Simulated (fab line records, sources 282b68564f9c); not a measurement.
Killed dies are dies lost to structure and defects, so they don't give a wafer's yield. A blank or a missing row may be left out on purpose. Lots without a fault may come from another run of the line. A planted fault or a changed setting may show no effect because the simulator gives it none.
Chamber matching | flow rit_cmos | RIT_SPACER_ETCHBACK_05 on rie_diel-03: 4 sister chambers
The step etches Si3N4 in SF6/CHF3, stops on SiO2, target depth 250 nm, time 240 s. 8 wafers are shown with their chamber, then 7 later ones without.

WAFERS WITH THEIR CHAMBER
wafer  | chamber | drypump_motor_current_A (A) | throttle_valve_pct (%)
L399.5 | 3       | 4.9                         | 10.25
L401.1 | 2       | 6.5                         | 10.34
L401.6 | 1       | 6.2                         | 10.49
L412.1 | 3       | 4.9                         | 10.24
L412.2 | 1       | 6.2                         | 10.52
L412.3 | 0       | 5.9                         | 10.43
L417.1 | 0       | 5.8                         | 10.43
L417.3 | 2       | 6.5                         | 10.33

WAFERS WITHOUT THEIR CHAMBER
wafer  | drypump_motor_current_A (A) | throttle_valve_pct (%)
L417.4 | 4.9                         | 10.24
L418.1 | 6.6                         | 10.34
L418.5 | 6.2                         | 10.51
L418.6 | 6.5                         | 10.34
L419.4 | 6.6                         | 10.34
L419.5 | 4.8                         | 10.22
L419.6 | 5.8                         | 10.43

WHICH CHAMBER EACH WENT THROUGH
wafer  | from the rows above | in truth
L417.4 | 3                   | 3
L418.1 | 2                   | 2
L418.5 | 1                   | 1
L418.6 | 2                   | 2
L419.4 | 2                   | 2
L419.5 | 3                   | 3
L419.6 | 0                   | 0
Placed correctly: 7 of 7. Can't be placed from these rows: 0. Placed wrongly: 0.
How it was worked out, from the rows above alone: a wafer's distance from a chamber is the root of the sum, over the readings, of the square of ((its reading less the chamber's mean) divided by the reading's scatter). The wafer belongs to the nearest chamber; if the next one is less than 2 further off, it can't be placed. A chamber's mean is the mean of its shown wafers. The scatter: the root of (the sum of the squares of (reading less its chamber's mean) over the shown wafers, divided by (wafers less chambers)).
